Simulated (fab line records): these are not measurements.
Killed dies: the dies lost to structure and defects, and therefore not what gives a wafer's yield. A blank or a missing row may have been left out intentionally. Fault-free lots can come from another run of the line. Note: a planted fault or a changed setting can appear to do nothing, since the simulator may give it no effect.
fab line records ; flow rit-cmos
record lots=13; wafers=39; last-day=8
route steps=202 shown PWELL@49 NLDD@109 SILICIDE@162 M1@190
lots with no fault: from the same line, run without faults
start-h: start of the lot's first displayed wafer, in hours after the record's first day ; wait-h: hours since the lot's step before ; " identical to the entry in the row above ; L1.1+2: several wafers, shown together as one row ; - either no value or no given start ; * or withheld: withheld ; < > ~ a bound
route shown NAME@n: names a module that has steps shown in the file, with the first one's number in the route ; usual: mean and standard deviation over wafers with no fault ; same: alike in all rows ; chamber/n: place in a boat ; sites: per-site readings ; _std_site: the standard deviation of these ; _edge_site: outer sites' mean less inner sites' ; radius-mm: for every site, how far away it sits from the centre of the wafer ; mask NAME#n: copy n ; behind: the last tool/chamber to shape the wafer ; hold: what put the lot on hold/how long, in hours/how the hold closed ; device: which transistor (n, p or np) failed to switch ; end of line: the same wafers' tests at the end of the route ; where a step has no rows: the recipe by itself ; killed: the dies lost at the first sort to structure and to defects; this is not the yield of the wafer ; map: a wafer's dies, marking killed ones x, the rest . and places with no die _
set.NAME: the setting as run; set.NAME@STEP: as run at that earlier step ; model.NAME: the simulator's own value behind a step, which no gauge read
route steps across a sampled set of lots; one table per step, one row per wafer
services: the hour from which a tool's chamber was out of use, counted from the record's first day as start-h (under 0 if before that day), plus the number of hours and why
## steps
# step RIT_PWELL_TW_MEAS_10
# usual PWELL_TW=954/6.9
lot.wafer;tool;chamber;start-h;wait-h;PWELL_TW
L846.3;film-metro-02;-;25.05;0.1;956
L846.4;film-metro-02;-;25.05;0.1;962
L846.5;film-metro-02;-;25.05;0.1;955
L847.4;film-metro-02;-;28.88;0.1;954
L847.5;film-metro-02;-;28.88;0.1;961
L847.6;film-metro-02;-;28.88;0.1;961
L848.1;film-metro-02;-;35.73;0.1;959
L848.5;film-metro-02;-;35.73;0.1;957
L848.6;film-metro-02;-;35.73;0.1;959
L849.2;film-metro-02;-;39.91;0.1;958
L849.4;film-metro-02;-;39.91;0.1;964
L849.6;film-metro-02;-;39.91;0.1;961
L850.2;film-metro-02;-;48.17;0.1;956
L850.3;film-metro-02;-;48.17;0.1;964
L850.4;film-metro-02;-;48.17;0.1;962
L851.1;film-metro-02;-;50.37;0.1;958
L851.4;film-metro-02;-;50.37;0.1;960
L851.5;film-metro-02;-;50.37;0.1;958
L852.1;film-metro-02;-;53.94;0.1;968
L852.2;film-metro-02;-;53.94;0.1;964
L852.4;film-metro-02;-;53.94;0.1;964
L853.1;film-metro-03;-;60.15;0.1;951
L853.2;film-metro-03;-;60.15;0.1;954
L853.6;film-metro-03;-;60.15;0.1;955
L856.2;film-metro-03;-;76.02;0.1;960
L856.5;film-metro-03;-;76.02;0.1;956
L856.6;film-metro-03;-;76.02;0.1;960
L858.1;film-metro-04;-;85.05;0.1;942
L858.4;film-metro-04;-;85.05;0.1;944
L858.6;film-metro-04;-;85.05;0.1;950
L859.1;film-metro-03;-;91.04;0.1;955
L859.2;film-metro-03;-;91.04;0.1;954
L859.5;film-metro-03;-;91.04;0.1;956
L866.1;film-metro-03;-;123.53;0.1;957
L866.2;film-metro-03;-;123.53;0.1;953
L866.6;film-metro-03;-;123.53;0.1;952
L869.1;film-metro-03;-;143.56;0.1;950
L869.3;film-metro-03;-;143.56;0.1;956
L869.4;film-metro-03;-;143.56;0.1;949
# step RIT_NLDD_OVL_MEAS_06
# usual NLDD_OVL=-1.8/1.2
lot.wafer;tool;chamber;start-h;wait-h;NLDD_OVL[nm]
L846.3;overlay-01;-;44.16;-;-3.2
L846.4;overlay-01;-;44.16;-;-4.1
L846.5;overlay-01;-;44.16;-;-2.6
L847.4;overlay-02;-;48.39;-;-0.7
L847.5;overlay-02;-;48.39;-;-1.1
L847.6;overlay-02;-;48.39;-;-0.6
L848.1;overlay-01;-;55.76;-;-4.2
L848.5;overlay-01;-;55.76;-;-3.5
L848.6;overlay-01;-;55.76;-;-2.8
L849.2;overlay-01;-;60.95;-;-1.6
L849.4;overlay-01;-;60.95;-;-2.6
L849.6;overlay-01;-;60.95;-;-2.3
L850.2;overlay-01;-;67.25;-;1.1
L850.3;overlay-01;-;67.25;-;-0.9
L850.4;overlay-01;-;67.25;-;0.4
L851.1;overlay-02;-;69.17;-;-3.3
L851.4;overlay-02;-;69.17;-;-4.6
L851.5;overlay-02;-;69.17;-;-2.5
L852.1;overlay-01;-;76.53;-;-1.0
L852.2;overlay-01;-;76.53;-;-0.9
L852.4;overlay-01;-;76.53;-;-1.6
L853.1;overlay-01;-;81.75;-;-2.0
L853.2;overlay-01;-;81.75;-;-1.8
L853.6;overlay-01;-;81.75;-;-2.5
L856.2;overlay-02;-;96.01;-;-2.0
L856.5;overlay-02;-;96.01;-;-2.4
L856.6;overlay-02;-;96.01;-;-1.5
L858.1;overlay-02;-;105.25;-;-1.5
L858.4;overlay-02;-;105.25;-;-0.9
L858.6;overlay-02;-;105.25;-;-2.4
L859.1;overlay-01;-;110.71;-;0.0
L859.2;overlay-01;-;110.71;-;-2.3
L859.5;overlay-01;-;110.71;-;-1.8
L866.1;overlay-01;-;148.22;-;-0.8
L866.2;overlay-01;-;148.22;-;1.0
L866.6;overlay-01;-;148.22;-;0.2
L869.1;overlay-02;-;166.53;-;-1.6
L869.3;overlay-02;-;166.53;-;-0.3
L869.4;overlay-02;-;166.53;-;-0.7
# step RIT_SILICIDE_SPUTTER_01
# recipe material=Ti; target-thk-nm=30; power-w=350; chamber-pressure-pa=0.667; gas=Ar; time-s=246.4; substrate-temp-c=25
# usual throttle-valve-pct=29.8/1
lot.wafer;tool;chamber;start-h;wait-h;throttle-valve-pct
L846.3;pvd-sputter-01;-;52.60;0.0;29.5
L846.4;pvd-sputter-01;-;52.60;0.0;32.1
L846.5;pvd-sputter-01;-;52.60;0.0;31.9
L847.4;pvd-sputter-04;-;56.82;0.0;29.7
L847.5;pvd-sputter-04;-;56.82;0.0;30.7
L847.6;pvd-sputter-04;-;56.82;0.0;29.9
L848.1;pvd-sputter-02;-;64.16;0.0;29.1
L848.5;pvd-sputter-02;-;64.16;0.0;28.9
L848.6;pvd-sputter-02;-;64.16;0.0;31.1
L849.2;pvd-sputter-01;-;70.28;0.0;29.3
L849.4;pvd-sputter-01;-;70.28;0.0;28.6
L849.6;pvd-sputter-01;-;70.28;0.0;31.7
L850.2;pvd-sputter-04;-;75.88;0.0;29.8
L850.3;pvd-sputter-04;-;75.88;0.0;30.3
L850.4;pvd-sputter-04;-;75.88;0.0;28.1
L851.1;pvd-sputter-01;-;77.89;0.0;29.2
L851.4;pvd-sputter-01;-;77.89;0.0;31.7
L851.5;pvd-sputter-01;-;77.89;0.0;28.5
L852.1;pvd-sputter-04;-;85.75;0.0;30.6
L852.2;pvd-sputter-04;-;85.75;0.0;28.4
L852.4;pvd-sputter-04;-;85.75;0.0;29.5
L853.1;pvd-sputter-02;-;90.77;0.0;31.0
L853.2;pvd-sputter-02;-;90.77;0.0;31.0
L853.6;pvd-sputter-02;-;90.77;0.0;29.0
L856.2;pvd-sputter-04;-;105.35;0.0;30.0
L856.5;pvd-sputter-04;-;105.35;0.0;29.7
L856.6;pvd-sputter-04;-;105.35;0.0;30.7
L858.1;pvd-sputter-04;-;113.74;0.0;30.7
L858.4;pvd-sputter-04;-;113.74;0.0;29.5
L858.6;pvd-sputter-04;-;113.74;0.0;30.8
L859.1;pvd-sputter-02;-;119.23;0.0;31.2
L859.2;pvd-sputter-02;-;119.23;0.0;28.7
L859.5;pvd-sputter-02;-;119.23;0.0;28.9
L866.1;pvd-sputter-04;-;156.58;0.0;29.6
L866.2;pvd-sputter-04;-;156.58;0.0;30.4
L866.6;pvd-sputter-04;-;156.58;0.0;30.7
L869.1;pvd-sputter-04;-;174.94;0.0;30.5
L869.3;pvd-sputter-04;-;174.94;0.0;29.5
L869.4;pvd-sputter-04;-;174.94;0.0;28.4
# step RIT_M1_EXPOSE_06
# recipe mask-id=M12; na=0.6; source-shape=conventional; sigma-outer=0.5; target-cd-nm=2600; dose-mj=250
# usual exposure-dose-mJ-cm2=250.02/0.23; focus-offset-nm=0.0/0.45; stage-vel-mm-s=500.00/0.28
# same na=0.6
lot.wafer;tool;chamber;start-h;wait-h;mask;exposure-dose-mJ-cm2;focus-offset-nm;stage-vel-mm-s
L846.3;iline-stepper-01;0;56.42;0.2;M12#0;250.01;-0.7;499.92
L846.4;iline-stepper-01;0;56.42;0.2;M12#0;250.07;0.5;500.48
L846.5;iline-stepper-01;0;56.42;0.2;M12#0;250.06;-0.9;500.15
L847.4;iline-stepper-02;0;60.84;0.2;M12#0;250.28;-0.1;499.87
L847.5;iline-stepper-02;0;60.84;0.2;M12#0;249.93;-0.3;499.86
L847.6;iline-stepper-02;0;60.84;0.2;M12#0;250.12;0.1;500.16
L848.1;iline-stepper-02;0;67.93;0.1;M12#0;250.34;-0.5;500.12
L848.5;iline-stepper-02;0;67.93;0.1;M12#0;249.73;-0.9;499.58
L848.6;iline-stepper-02;0;67.93;0.1;M12#0;250.07;-0.2;499.92
L849.2;iline-stepper-01;0;74.20;0.2;M12#0;250.24;0.0;499.88
L849.4;iline-stepper-01;0;74.20;0.2;M12#0;249.76;0.6;499.30
L849.6;iline-stepper-01;0;74.20;0.2;M12#0;250.32;0.1;499.74
L850.2;iline-stepper-01;0;79.90;0.1;M12#0;249.97;0.4;500.20
L850.3;iline-stepper-01;0;79.90;0.1;M12#0;250.09;-0.5;500.23
L850.4;iline-stepper-01;0;79.90;0.1;M12#0;249.89;1.0;500.89
L851.1;iline-stepper-01;0;81.54;0.1;M12#0;249.71;0.0;499.78
L851.4;iline-stepper-01;0;81.54;0.1;M12#0;249.98;-0.1;500.12
L851.5;iline-stepper-01;0;81.54;0.1;M12#0;249.86;0.3;499.50
L852.1;iline-stepper-01;0;89.55;0.1;M12#0;250.07;0.1;500.17
L852.2;iline-stepper-01;0;89.55;0.1;M12#0;250.09;-0.4;500.11
L852.4;iline-stepper-01;0;89.55;0.1;M12#0;250.06;0.2;499.89
L853.1;iline-stepper-02;0;94.75;0.2;M12#0;250.08;-0.1;500.17
L853.2;iline-stepper-02;0;94.75;0.2;M12#0;250.19;-0.1;500.29
L853.6;iline-stepper-02;0;94.75;0.2;M12#0;250.21;-0.4;500.23
L856.2;iline-stepper-02;0;109.02;0.1;M12#0;249.99;-0.6;500.01
L856.5;iline-stepper-02;0;109.02;0.1;M12#0;249.90;-0.2;500.10
L856.6;iline-stepper-02;0;109.02;0.1;M12#0;250.27;0.4;500.14
L858.1;iline-stepper-02;0;117.77;0.2;M12#0;249.86;0.3;499.52
L858.4;iline-stepper-02;0;117.77;0.2;M12#0;249.80;-0.3;499.84
L858.6;iline-stepper-02;0;117.77;0.2;M12#0;250.25;-0.8;499.73
L859.1;iline-stepper-01;0;123.09;0.2;M12#0;250.00;-0.5;500.45
L859.2;iline-stepper-01;0;123.09;0.2;M12#0;250.14;0.8;500.42
L859.5;iline-stepper-01;0;123.09;0.2;M12#0;250.10;0.1;500.16
L866.1;iline-stepper-02;0;160.30;0.1;M12#0;247.84;-0.3;500.15
L866.2;iline-stepper-02;0;160.30;0.1;M12#0;248.06;-1.0;500.12
L866.6;iline-stepper-02;0;160.30;0.1;M12#0;248.10;-0.2;500.08
L869.1;iline-stepper-01;0;178.77;0.1;M12#0;250.23;0.6;499.92
L869.3;iline-stepper-01;0;178.77;0.1;M12#0;250.00;0.5;500.12
L869.4;iline-stepper-01;0;178.77;0.1;M12#0;250.08;-0.6;500.14
# step RIT_M1_CD_MEAS_09
# recipe target-cd-nm=2600
# usual cd-nm=2599.8/2.1
lot.wafer;tool;chamber;start-h;wait-h;cd-nm
L846.3;cd-sem-02;-;56.85;-;2600.1
L846.4;cd-sem-02;-;56.85;-;2599.3
L846.5;cd-sem-02;-;56.85;-;2599.8
L847.4;cd-sem-02;-;61.27;-;2601.7
L847.5;cd-sem-02;-;61.27;-;2599.0
L847.6;cd-sem-02;-;61.27;-;2599.8
L848.1;cd-sem-02;-;68.36;-;2601.3
L848.5;cd-sem-02;-;68.36;-;2597.5
L848.6;cd-sem-02;-;68.36;-;2599.5
L849.2;cd-sem-02;-;74.63;-;2601.2
L849.4;cd-sem-02;-;74.63;-;2599.5
L849.6;cd-sem-02;-;74.63;-;2601.6
L850.2;cd-sem-02;-;80.34;-;2599.6
L850.3;cd-sem-02;-;80.34;-;2600.9
L850.4;cd-sem-02;-;80.34;-;2597.7
L851.1;cd-sem-02;-;81.97;-;2605.3
L851.4;cd-sem-02;-;81.97;-;2604.7
L851.5;cd-sem-02;-;81.97;-;2603.2
L852.1;cd-sem-02;-;89.98;-;2601.8
L852.2;cd-sem-02;-;89.98;-;2598.5
L852.4;cd-sem-02;-;89.98;-;2598.1
L853.1;cd-sem-02;-;95.22;-;2604.9
L853.2;cd-sem-02;-;95.22;-;2605.2
L853.6;cd-sem-02;-;95.22;-;2602.7
L856.2;cd-sem-01;-;109.45;-;2596.0
L856.5;cd-sem-01;-;109.45;-;2597.6
L856.6;cd-sem-01;-;109.45;-;2599.4
L858.1;cd-sem-02;-;118.46;-;2601.0
L858.4;cd-sem-02;-;118.46;-;2598.1
L858.6;cd-sem-02;-;118.46;-;2598.4
L859.1;cd-sem-01;-;123.76;-;2600.0
L859.2;cd-sem-01;-;123.76;-;2599.7
L859.5;cd-sem-01;-;123.76;-;2596.7
L866.1;cd-sem-02;-;160.73;-;2583.5
L866.2;cd-sem-02;-;160.73;-;2582.3
L866.6;cd-sem-02;-;160.73;-;2580.7
L869.1;cd-sem-02;-;179.29;-;2603.1
L869.3;cd-sem-02;-;179.29;-;2602.6
L869.4;cd-sem-02;-;179.29;-;2600.4
# step RIT_M1_PROBE_99
# usual defect-limited-yield=97.3/1.3; killed-at-contacts=0.1/0.3; killed-at-front-end=7/3.4; killed-dies=7/3.4; killed-open=3.6/2.1; killed-short=3.5/2.1; sort_bin_3_pad_short=0.1/0.27; sort_bin_5_function=1.5/0.75; sort_bin_6_memory=1.0/0.75; sort-n-pass=257/3.4; sort-yield-pct=97.3/1.3
# same gross-dies=264; killed_at_M0_to_M3=0; killed_at_M4_up=0; killed-at-back-side=0; killed-at-other=0
lot.wafer;tool;chamber;start-h;wait-h;defect-limited-yield[%];killed-at-contacts;killed-at-front-end;killed-dies;killed-open;killed-short;sort_bin_3_pad_short[%];sort_bin_5_function[%];sort_bin_6_memory[%];sort-n-pass;sort-yield-pct[%]
L846.3;prober-01;-;59.57;0.2;98.1;0;5;5;0;5;0;1.9;0;259;98.1
L846.4;prober-01;-;59.62;0.2;99.2;0;2;2;2;0;0;0;0.8;262;99.2
L846.5;prober-01;-;59.67;0.2;96.2;0;10;10;2;8;0;2.3;1.5;254;96.2
L847.4;prober-02;-;64.02;0.2;97.3;0;7;7;3;4;0.4;1.5;0.8;257;97.3
L847.5;prober-02;-;64.07;0.2;96.6;0;9;9;5;4;0;1.9;1.5;255;96.6
L847.6;prober-02;-;64.12;0.2;97.0;0;8;8;2;6;0.4;1.9;0.8;256;97.0
L848.1;prober-01;-;71.14;0.1;98.5;0;4;4;3;1;0;1.1;0.4;260;98.5
L848.5;prober-01;-;71.34;0.2;97.7;0;6;6;4;2;0;1.5;0.8;258;97.7
L848.6;prober-01;-;71.39;0.2;98.1;0;5;5;4;1;0;0.4;1.5;259;98.1
L849.2;prober-02;-;77.39;0.1;98.1;0;5;5;4;1;0;1.5;0.4;259;98.1
L849.4;prober-02;-;77.49;0.2;98.5;0;4;4;2;2;0;0.8;0.8;260;98.5
L849.6;prober-02;-;77.59;0.2;98.1;0;5;5;1;4;1.1;0.4;0.4;259;98.1
L850.2;prober-01;-;83.04;0.1;96.2;0;10;10;4;6;0;1.5;2.3;254;96.2
L850.3;prober-01;-;83.09;0.2;98.9;0;3;3;2;1;0;0.8;0.4;261;98.9
L850.4;prober-01;-;83.14;0.2;98.1;0;5;5;3;2;0;1.9;0;259;98.1
L851.1;prober-02;-;84.63;0.1;98.9;0;3;3;1;2;0;0.8;0.4;261;98.9
L851.4;prober-02;-;84.78;0.2;98.5;1;3;4;2;2;0;0.4;1.1;260;98.5
L851.5;prober-02;-;84.83;0.2;98.5;0;4;4;3;1;0;1.1;0.4;260;98.5
L852.1;prober-01;-;92.65;0.1;92.8;0;19;19;13;6;0.4;2.7;4.2;245;92.8
L852.2;prober-01;-;92.70;0.1;92.4;1;19;20;9;11;1.5;3.4;2.7;244;92.4
L852.4;prober-01;-;92.80;0.2;94.7;0;14;14;7;7;0.8;1.9;2.7;250;94.7
L853.1;prober-02;-;98.04;0.1;97.0;0;8;8;2;6;0;1.5;1.5;256;97.0
L853.2;prober-02;-;98.09;0.1;97.7;0;6;6;4;2;0;1.5;0.8;258;97.7
L853.6;prober-02;-;98.29;0.2;96.2;0;10;10;3;7;0;2.3;1.5;254;96.2
L856.2;prober-01;-;112.14;0.1;97.3;0;7;7;3;4;0;1.5;1.1;257;97.3
L856.5;prober-01;-;112.29;0.2;98.5;0;4;4;3;1;0;1.5;0;260;98.5
L856.6;prober-01;-;112.34;0.2;97.7;0;6;6;4;2;0;1.5;0.8;258;97.7
L858.1;prober-01;-;121.20;0.1;97.7;0;6;6;4;2;0;1.1;1.1;258;97.7
L858.4;prober-01;-;121.35;0.2;98.1;0;5;5;5;0;0;1.1;0.8;259;98.1
L858.6;prober-01;-;121.45;0.2;99.2;0;2;2;1;1;0;0.4;0.4;262;99.2
L859.1;prober-02;-;126.44;0.1;97.0;0;8;8;4;4;0;1.9;1.1;256;97.0
L859.2;prober-02;-;126.49;0.1;97.7;0;6;6;4;2;0;1.5;0.8;258;97.7
L859.5;prober-02;-;126.64;0.2;98.5;0;4;4;3;1;0;0.4;1.1;260;98.5
L866.1;prober-01;-;163.39;0.1;98.1;0;5;5;3;2;0;1.9;0;259;98.1
L866.2;prober-01;-;163.44;0.1;97.7;0;6;6;2;4;0;1.5;0.8;258;97.7
L866.6;prober-01;-;163.64;0.2;97.7;0;6;6;3;3;0;1.5;0.8;258;97.7
L869.1;prober-01;-;181.95;0.1;96.2;0;10;10;7;3;0;1.5;2.3;254;96.2
L869.3;prober-01;-;182.05;0.2;95.8;0;11;11;6;5;0;2.3;1.9;253;95.8
L869.4;prober-01;-;182.10;0.2;95.8;0;11;11;4;7;0;2.3;1.9;253;95.8
# killed by level:class
L846.3 SPACER:geometric-particle:short=3 GATE:geometric-particle:short=2
L846.4 FOX2:geometric-particle:open=1 GATE:geometric-particle:open=1
L846.5 GATE:geometric-particle:short=2 SPACER:geometric-particle:short=2 FOX1:geometric-particle:short=1 FOX1:geometric-particle:open=1 FOX2:geometric-particle:short=1 REOX:geometric-particle:short=1 REOX:geometric-particle:open=1 SILICIDE:geometric-particle:short=1
L847.4 GATE:geometric-particle:short=4 FOX1:geometric-particle:open=1 FOX2:geometric-particle:open=1 GATE:geometric-particle:open=1
L847.5 GATE:geometric-particle:open=3 GATE:geometric-particle:short=2 FOX2:geometric-particle:open=1 REOX:geometric-particle:short=1 SPACER:geometric-particle:short=1 SPACER:geometric-particle:open=1
L847.6 GATE:geometric-particle:short=4 GATE:geometric-particle:open=2 SPACER:geometric-particle:short=1 SILICIDE:geometric-particle:short=1
L848.1 GATE:geometric-particle:open=3 GATE:geometric-particle:short=1
L848.5 GATE:geometric-particle:open=2 FOX1:geometric-particle:open=1 GATE:geometric-particle:short=1 SILICIDE:geometric-particle:short=1 SILICIDE:geometric-particle:open=1
L848.6 FOX1:geometric-particle:open=1 GATE:geometric-particle:open=1 GATE:geometric-particle:short=1 SPACER:geometric-particle:open=1 SILICIDE:geometric-particle:open=1
L849.2 FOX1:geometric-particle:open=2 GATE:geometric-particle:open=2 GATE:geometric-particle:short=1
L849.4 FOX1:geometric-particle:short=1 GATE:geometric-particle:open=1 SILICIDE:geometric-particle:short=1 SILICIDE:geometric-particle:open=1
L849.6 FOX1:geometric-particle:short=2 GATE:geometric-particle:open=1 SPACER:geometric-particle:short=1 SILICIDE:geometric-particle:short=1
L850.2 FOX1:geometric-particle:short=2 GATE:geometric-particle:short=2 ACTIVE:geometric-particle:open=1 FOX1:geometric-particle:open=1 GATE:geometric-particle:open=1 REOX:geometric-particle:short=1 REOX:geometric-particle:open=1 SPACER:geometric-particle:short=1
L850.3 GATE:geometric-particle:short=1 GATE:geometric-particle:open=1 SPACER:geometric-particle:open=1
L850.4 REOX:geometric-particle:open=2 FOX1:geometric-particle:open=1 GATE:geometric-particle:short=1 REOX:geometric-particle:short=1
L851.1 GATE:geometric-particle:short=2 SILICIDE:geometric-particle:open=1
L851.4 FOX2:geometric-particle:open=1 SPACER:geometric-particle:open=1 SPACER:geometric-particle:short=1 CONTACT:geometric-particle:short=1
L851.5 GATE:geometric-particle:open=2 FOX2:geometric-particle:open=1 FOX2:geometric-particle:short=1
L852.1 GATE:geometric-particle:open=4 SILICIDE:geometric-particle:open=4 GATE:geometric-particle:short=3 REOX:geometric-particle:short=3 FOX2:geometric-particle:open=2 FOX1:geometric-particle:open=1 REOX:geometric-particle:open=1 SPACER:geometric-particle:open=1
L852.2 REOX:geometric-particle:open=6 GATE:geometric-particle:short=3 FOX1:geometric-particle:short=2 FOX2:geometric-particle:short=2 REOX:geometric-particle:short=2 FOX2:geometric-particle:open=1 SILICIDE:geometric-particle:open=1 GATE:geometric-particle:open=1
L852.4 FOX1:geometric-particle:short=4 REOX:geometric-particle:open=3 FOX1:geometric-particle:open=1 FOX2:geometric-particle:open=1 GATE:geometric-particle:short=1 GATE:geometric-particle:open=1 SPACER:geometric-particle:short=1 SILICIDE:geometric-particle:open=1
L853.1 FOX1:geometric-particle:short=3 GATE:geometric-particle:short=2 GATE:geometric-particle:open=1 REOX:geometric-particle:open=1 REOX:geometric-particle:short=1
L853.2 SPACER:geometric-particle:open=2 FOX1:geometric-particle:open=1 FOX1:geometric-particle:short=1 FOX2:geometric-particle:open=1 SPACER:geometric-particle:short=1
L853.6 GATE:geometric-particle:short=3 FOX1:geometric-particle:short=2 REOX:geometric-particle:short=2 REOX:geometric-particle:open=2 GATE:geometric-particle:open=1
L856.2 GATE:geometric-particle:short=3 GATE:geometric-particle:open=1 REOX:geometric-particle:open=1 SILICIDE:geometric-particle:short=1 SILICIDE:geometric-particle:open=1
L856.5 SILICIDE:geometric-particle:open=2 GATE:geometric-particle:open=1 GATE:geometric-particle:short=1
L856.6 GATE:geometric-particle:open=2 REOX:geometric-particle:short=1 SPACER:geometric-particle:open=1 SILICIDE:geometric-particle:open=1 SILICIDE:geometric-particle:short=1
L858.1 GATE:geometric-particle:short=2 FOX2:geometric-particle:open=1 GATE:geometric-particle:open=1 SPACER:geometric-particle:open=1 SILICIDE:geometric-particle:open=1
L858.4 REOX:geometric-particle:open=2 FOX2:geometric-particle:open=1 GATE:geometric-particle:open=1 SPACER:geometric-particle:open=1
L858.6 REOX:geometric-particle:open=1 SILICIDE:geometric-particle:short=1
L859.1 GATE:geometric-particle:short=3 FOX1:geometric-particle:open=1 GATE:geometric-particle:open=1 REOX:geometric-particle:short=1 REOX:geometric-particle:open=1 SILICIDE:geometric-particle:open=1
L859.2 GATE:geometric-particle:short=2 SILICIDE:geometric-particle:open=2 FOX2:geometric-particle:open=1 GATE:geometric-particle:open=1
L859.5 GATE:geometric-particle:open=2 GATE:geometric-particle:short=1 REOX:geometric-particle:open=1
L866.1 FOX1:geometric-particle:open=1 GATE:geometric-particle:short=1 GATE:geometric-particle:open=1 REOX:geometric-particle:short=1 SILICIDE:geometric-particle:open=1
L866.2 GATE:geometric-particle:short=2 SILICIDE:geometric-particle:short=2 SILICIDE:geometric-particle:open=2
L866.6 GATE:geometric-particle:short=2 FOX1:geometric-particle:open=1 FOX2:geometric-particle:open=1 GATE:geometric-particle:open=1 SILICIDE:geometric-particle:short=1
L869.1 FOX1:geometric-particle:open=3 FOX2:geometric-particle:open=2 SPACER:geometric-particle:open=2 SPACER:geometric-particle:short=2 GATE:geometric-particle:short=1
L869.3 GATE:geometric-particle:short=3 GATE:geometric-particle:open=3 SILICIDE:geometric-particle:short=2 SILICIDE:geometric-particle:open=2 FOX1:geometric-particle:open=1
L869.4 GATE:geometric-particle:open=3 GATE:geometric-particle:short=3 FOX1:geometric-particle:short=2 FOX1:geometric-particle:open=1 FOX2:geometric-particle:short=1 SILICIDE:geometric-particle:short=1
## services
tool;chamber;start-h;hours;kind
pvd-sputter-02;-;45.71;3.5;repair
iline-stepper-02;-;45.89;4.4;pm
iline-stepper-02;-;50.33;1.7;pm
pvd-sputter-04;-;68.48;2.4;repair
pvd-sputter-01;-;102.35;0.6;repair
iline-stepper-01;-;108.47;4.4;pm
iline-stepper-01;-;144.67;8.9;pm
iline-stepper-01;-;157.87;1.7;pm
pvd-sputter-01;-;163.03;2.4;repair
pvd-sputter-02;-;169.83;5.2;repair
## key
first-sign step=RIT_M1_EXPOSE_06; reading=exposure-dose-mJ-cm2; direction=down; sigmas=9; usual=250.02; struck=248.00
effect step=RIT_M1_CD_MEAS_09; reading=cd-nm; direction=down; sigmas=8.2; usual=2599.8; struck=2582.1; through=control-loop
met-at RIT_M1_EXPOSE_06
struck-lots L866
loop-trim step=RIT_M1_EXPOSE_06; setting=dose; lots=L866
not-acting-at RIT_PWELL_TW_MEAS_10,RIT_NLDD_OVL_MEAS_06,RIT_SILICIDE_SPUTTER_01
onset-between 117.77 160.30
fault kind=process-parameter-drift; tool=iline-stepper-02; chamber=-; onset-h=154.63; steps=RIT_M1_EXPOSE_06; channel=focus-nm; offset=505.52; spread-by-wafer=0.3; shape=step; end-h=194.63
# loop-trim: a control loop set the setting to another value than it would have without faults
